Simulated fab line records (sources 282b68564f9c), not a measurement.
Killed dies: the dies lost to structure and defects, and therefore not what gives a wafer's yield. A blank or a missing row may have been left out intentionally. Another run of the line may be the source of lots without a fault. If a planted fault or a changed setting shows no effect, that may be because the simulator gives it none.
fab line records    flow rit-cmos
record: lots: 15  wafers: 45  last-day: 7
route steps=202 shown NWELL@34 PWELL@52 PLDD@119 SPACER@130
lots that met no fault: taken from a fault-free run of the same line
start-h: hours from the record's first day to the start of the lot's first wafer shown    wait-h: hours since the lot's step before    " same as the row above    L1.1+2: a single row standing in for several wafers    - either no value or no given start    * or withheld: withheld    < > ~ a bound
route shown NAME@n: a module of which the file shows steps, and the number in the route of the first    usual: mean/standard deviation taken from wafers without a fault    same: alike in all rows    chamber/n: place in a boat    sites: each site's reading    _std_site: the standard deviation of these    _edge_site: mean of outer sites minus mean of inner sites    radius-mm: for every site, how far away it sits from the centre of the wafer    mask NAME#n: copy n    behind: the tool/chamber that last shaped the wafer    hold: cause of the lot's hold/its duration in hours/its outcome    device: the transistor (n, p or np) that didn't switch    end of line: the same wafers' tests at the end of the route    for a step that has no rows: nothing shown but its recipe    killed: not the wafer's yield, but the dies lost to structure and defects at the first sort    map: shows each die of a wafer: x if killed, . if not, _ if none is there
set.NAME: the run value of the setting; set.NAME@STEP: its run value at that earlier step    model.NAME: the simulator's own value behind a step, which no gauge read
the route's steps for a sample of lots (tables are steps, rows are wafers)
services: when a tool's chamber went out of use (start-h, in hours from the record's first day, below 0 if earlier), for how many hours, and the reason
== steps ==
step: RIT_NWELL_OVL_MEAS_06
usual: NWELL_OVL: -0.5/2
lot.wafer  tool        chamber  start-h  wait-h  NWELL_OVL[nm]
L921.2     overlay-01  -        23.01    -       -2.2
L921.4     "           -        "        "       -2.3
L921.6     "           -        "        "       -1.4
L922.3     overlay-01  -        25.90    -       0.5
L922.5     "           -        "        "       -0.7
L922.6     "           -        "        "       -0.5
L923.1     overlay-02  -        30.38    -       -4.2
L923.2     "           -        "        "       -5.1
L923.5     "           -        "        "       -3.8
L925.1     overlay-02  -        41.05    -       1.7
L925.2     "           -        "        "       1.2
L925.6     "           -        "        "       0.1
L926.2     overlay-01  -        47.14    -       -0.4
L926.3     "           -        "        "       -1.8
L926.4     "           -        "        "       -1.5
L927.1     overlay-01  -        51.68    -       -0.8
L927.2     "           -        "        "       -1.9
L927.4     "           -        "        "       -2.8
L928.3     overlay-01  -        57.43    -       -0.3
L928.5     "           -        "        "       -2.5
L928.6     "           -        "        "       -1.0
L933.1     overlay-02  -        82.07    -       1.3
L933.5     "           -        "        "       1.5
L933.6     "           -        "        "       -0.4
L936.1     overlay-02  -        95.52    -       -0.4
L936.2     "           -        "        "       1.5
L936.4     "           -        "        "       0.3
L938.1     overlay-01  -        107.29   -       -1.7
L938.3     "           -        "        "       -0.1
L938.6     "           -        "        "       -2.9
L939.1     overlay-02  -        113.64   -       0.7
L939.5     "           -        "        "       1.1
L939.6     "           -        "        "       2.0
L941.3     overlay-02  -        120.39   -       3.4
L941.4     "           -        "        "       4.0
L941.5     "           -        "        "       3.5
L942.3     overlay-02  -        125.64   -       2.0
L942.4     "           -        "        "       1.3
L942.5     "           -        "        "       -0.3
L943.3     overlay-02  -        130.31   -       -1.5
L943.4     "           -        "        "       -0.8
L943.5     "           -        "        "       -1.5
L944.2     overlay-02  -        136.82   -       1.3
L944.5     "           -        "        "       1.4
L944.6     "           -        "        "       0.6
step: RIT_WELLDRIVE_RS_MEAS_02
recipe: thk-meas-gauge: four-point-probe
usual: PWELL_RS: 429.6/1
lot.wafer  tool           chamber  start-h  wait-h  PWELL_RS[ohm/sq]
L921.2     film-metro-01  -        31.25    0.1     429.9
L921.4     "              -        "        "       428.5
L921.6     "              -        "        "       429.5
L922.3     film-metro-01  -        33.68    0.1     430.5
L922.5     "              -        "        "       430.8
L922.6     "              -        "        "       430.8
L923.1     film-metro-01  -        37.80    0.1     431.3
L923.2     "              -        "        "       429.8
L923.5     "              -        "        "       430.3
L925.1     film-metro-04  -        48.60    0.1     430.4
L925.2     "              -        "        "       429.6
L925.6     "              -        "        "       429.9
L926.2     film-metro-01  -        54.58    0.1     432.1
L926.3     "              -        "        "       429.7
L926.4     "              -        "        "       429.5
L927.1     film-metro-01  -        59.23    0.1     429.6
L927.2     "              -        "        "       428.8
L927.4     "              -        "        "       428.2
L928.3     film-metro-04  -        65.02    0.1     429.7
L928.5     "              -        "        "       430.6
L928.6     "              -        "        "       431.0
L933.1     film-metro-02  -        89.49    0.1     428.8
L933.5     "              -        "        "       428.3
L933.6     "              -        "        "       427.6
L936.1     film-metro-01  -        103.04   0.1     430.7
L936.2     "              -        "        "       431.4
L936.4     "              -        "        "       430.5
L938.1     film-metro-04  -        114.71   0.1     429.7
L938.3     "              -        "        "       429.7
L938.6     "              -        "        "       428.7
L939.1     film-metro-01  -        121.12   0.1     430.8
L939.5     "              -        "        "       430.6
L939.6     "              -        "        "       431.2
L941.3     film-metro-01  -        127.97   0.1     428.0
L941.4     "              -        "        "       429.8
L941.5     "              -        "        "       429.6
L942.3     film-metro-01  -        133.09   0.1     427.9
L942.4     "              -        "        "       429.4
L942.5     "              -        "        "       428.8
L943.3     film-metro-04  -        138.17   0.1     431.3
L943.4     "              -        "        "       431.5
L943.5     "              -        "        "       431.8
L944.2     film-metro-01  -        146.05   0.1     429.0
L944.5     "              -        "        "       429.4
L944.6     "              -        "        "       428.3
step: RIT_PLDD_DEVELOP_05
recipe: resist: NOVOLAK  develop-time-s: 50  dev-temp-c: 23
usual: chill-plate-temp-C: 23.00/0.095  develop-time-s: 50/0
lot.wafer  tool            chamber  start-h  wait-h  chill-plate-temp-C  develop-time-s
L921.2     litho-track-04  0        45       -       23.07               50
L921.4     "               0        "        "       22.98               50
L921.6     "               0        "        "       22.90               50
L922.3     litho-track-04  0        47       -       22.91               50
L922.5     "               0        "        "       23.04               50
L922.6     "               0        "        "       22.99               50
L923.1     litho-track-02  0        52       -       23.12               50
L923.2     "               0        "        "       23.12               50
L923.5     "               0        "        "       22.99               50
L925.1     litho-track-04  -        62       -       -                   -
L925.2     "               -        "        "       -                   -
L925.6     "               -        "        "       -                   -
L926.2     litho-track-04  -        68       -       -                   -
L926.3     "               -        "        "       -                   -
L926.4     "               -        "        "       -                   -
L927.1     litho-track-04  -        74       -       -                   -
L927.2     "               -        "        "       -                   -
L927.4     "               -        "        "       -                   -
L928.3     litho-track-04  0        80       -       22.92               50
L928.5     "               0        "        "       22.99               50
L928.6     "               0        "        "       23.04               50
L933.1     litho-track-04  0        104      -       23.01               50
L933.5     "               0        "        "       23.08               50
L933.6     "               0        "        "       23.08               50
L936.1     litho-track-03  0        118      -       22.98               50
L936.2     "               0        "        "       22.90               50
L936.4     "               0        "        "       22.84               50
L938.1     litho-track-03  0        128      -       22.94               50
L938.3     "               0        "        "       22.90               50
L938.6     "               0        "        "       22.82               50
L939.1     litho-track-04  0        135      -       23.05               50
L939.5     "               0        "        "       22.93               50
L939.6     "               0        "        "       22.97               50
L941.3     litho-track-02  0        142      -       23.07               50
L941.4     "               0        "        "       23.00               50
L941.5     "               0        "        "       23.02               50
L942.3     litho-track-02  0        148      -       22.90               50
L942.4     "               0        "        "       22.98               50
L942.5     "               0        "        "       22.85               50
L943.3     litho-track-03  0        155      -       22.91               50
L943.4     "               0        "        "       23.23               50
L943.5     "               0        "        "       23.02               50
L944.2     litho-track-03  0        163      -       23.17               50
L944.5     "               0        164      -       22.95               50
L944.6     "               0        "        "       22.96               50
step: RIT_SPACER_ETCHBACK_05
recipe: target-depth-a: 2500  SF6_flow_sccm: 30  CHF3_flow_sccm: 30  target: Si3N4  chemistry: SF6/CHF3  pressure-mtorr: 40  rf-w: 250  time-s: 240  stop-on: SiO2
usual: chamber-pressure-mTorr: 40.00/0.04  drypump-motor-current-A: 5.9/0.46  oes-product-au: 0.847/0.014  throttle-valve-pct: 10.26/0.16
lot.wafer  tool         chamber  start-h  wait-h  chamber-pressure-mTorr  drypump-motor-current-A  oes-product-au  rf-hours-counter-h  throttle-valve-pct
L921.2     rie-diel-01  2        48.16    0.0     39.99                   6.4                      0.856           110                 10.11
L921.4     "            0        "        "       39.93                   5.8                      0.836           61                  10.51
L921.6     "            3        "        "       39.99                   6.0                      0.829           -                   10.00
L922.3     rie-diel-02  3        50.57    0.0     39.97                   5.9                      0.858           70                  10.29
L922.5     "            2        "        "       40.03                   6.0                      0.855           -                   10.23
L922.6     "            0        "        "       39.97                   6.5                      0.850           -                   10.34
L923.1     rie-diel-02  0        55.47    0.1     39.96                   6.5                      0.872           60                  10.32
L923.2     "            3        "        "       39.98                   5.9                      0.861           70                  10.28
L923.5     "            0        "        "       40.05                   6.5                      0.866           -                   10.34
L925.1     rie-diel-01  2        65.70    0.1     40.01                   6.4                      0.858           110                 10.11
L925.2     "            0        "        "       39.94                   5.8                      0.838           62                  10.51
L925.6     "            0        "        "       39.98                   5.7                      0.836           -                   10.51
L926.2     rie-diel-01  3        71.82    0.0     40.02                   6.0                      0.838           151                 9.99
L926.3     "            0        "        "       39.97                   5.8                      0.838           62                  10.50
L926.4     "            1        "        "       39.96                   5.4                      0.823           115                 10.31
L927.1     rie-diel-01  1        77.91    0.1     39.99                   5.4                      0.836           115                 10.31
L927.2     "            2        "        "       39.96                   6.3                      0.852           110                 10.11
L927.4     "            3        "        "       39.94                   6.0                      0.856           151                 10.01
L928.3     rie-diel-04  2        84.34    0.0     39.96                   5.3                      0.824           87                  10.17
L928.5     "            2        "        "       40.07                   5.3                      0.834           -                   10.18
L928.6     "            3        "        "       39.99                   5.6                      0.870           -                   10.45
L933.1     rie-diel-01  2        107.48   0.1     40.03                   6.4                      0.852           111                 10.11
L933.5     "            1        "        "       39.96                   5.5                      0.822           -                   10.30
L933.6     "            0        "        "       40.01                   5.7                      0.835           -                   10.49
L936.1     rie-diel-02  0        121.47   0.1     39.97                   6.5                      0.855           61                  10.33
L936.2     "            1        "        "       40.08                   6.8                      0.872           1                   10.51
L936.4     "            2        "        "       39.99                   6.0                      0.853           71                  10.23
L938.1     rie-diel-04  1        131.76   0.1     39.99                   5.1                      0.843           38                  10.12
L938.3     "            3        "        "       39.98                   5.6                      0.858           54                  10.43
L938.6     "            2        "        "       39.96                   5.3                      0.817           -                   10.16
L939.1     rie-diel-01  2        138.50   0.1     39.96                   6.3                      0.857           111                 10.10
L939.5     "            1        "        "       39.98                   5.4                      0.847           -                   10.34
L939.6     "            0        "        "       39.96                   5.7                      0.833           -                   10.53
L941.3     rie-diel-02  1        145.92   0.0     39.97                   6.8                      0.858           1                   10.51
L941.4     "            0        "        "       39.96                   6.5                      0.855           61                  10.33
L941.5     "            1        "        "       39.97                   6.8                      0.861           -                   10.50
L942.3     rie-diel-04  2        151.05   0.0     40.03                   5.3                      0.831           88                  10.16
L942.4     "            1        "        "       39.99                   5.1                      0.852           39                  10.14
L942.5     "            0        "        "       40.01                   6.5                      0.842           -                   10.07
L943.3     rie-diel-01  1        158.92   0.0     40.03                   5.5                      0.823           117                 10.32
L943.4     "            3        "        "       39.99                   6.0                      0.857           0                   10.00
L943.5     "            3        "        "       40.01                   6.0                      0.851           -                   10.01
L944.2     rie-diel-04  1        167.06   0.0     39.95                   5.1                      0.836           39                  10.15
L944.5     "            1        "        "       39.99                   5.1                      0.843           -                   10.13
L944.6     "            2        "        "       39.97                   5.3                      0.816           -                   10.17
== services ==
tool         chamber  start-h  hours  kind
rie-diel-02  1        31.86    13.1   repair
rie-diel-04  -        42.71    0.9    repair
rie-diel-02  1        45.10    -      clean
rie-diel-02  1        45.10    23.2   scheduled-down
rie-diel-02  1        45.10    23.2   vent-cycle
rie-diel-04  0        56.91    12.7   repair
rie-diel-04  0        70.42    10.5   repair
rie-diel-02  -        106.17   14.6   pm
rie-diel-01  -        118.35   1.0    repair
rie-diel-01  3        132.80   -      clean
rie-diel-01  3        132.80   22.9   scheduled-down
rie-diel-01  3        132.80   22.9   vent-cycle
rie-diel-01  1        165.02   8.6    repair
== key ==
first-sign: step: RIT_PLDD_DEVELOP_05  reading: tool-record  direction: missing
effect none on later readings
met-at RIT_PLDD_DEVELOP_05
struck-lots L925,L926,L927
sort-left-out L925.1,L925.2,L925.6,L926.2,L926.3,L926.4,L927.1,L927.2,L927.4
tester-left-out L925,L926,L927
not-acting-at RIT_NWELL_OVL_MEAS_06,RIT_WELLDRIVE_RS_MEAS_02,RIT_SPACER_ETCHBACK_05
onset-between 47 62
fault: kind: skipped-step-whole  tool: litho-track-04  chamber: -  onset-h: 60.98  steps: RIT_PLDD_DEVELOP_05  scope: struck-lots-only
tester-left-out: of these lots the tester's yield and bins aren't shown, on N5 and GAA mostly nor the transistor test; their killed dies are dies lost to structure and defects alone, not to doping, threshold or leakage, so they don't give the yield
sort-left-out: the simulated sort isn't trusted on such a fault, so these wafers' sort isn't shown, and their yield isn't known
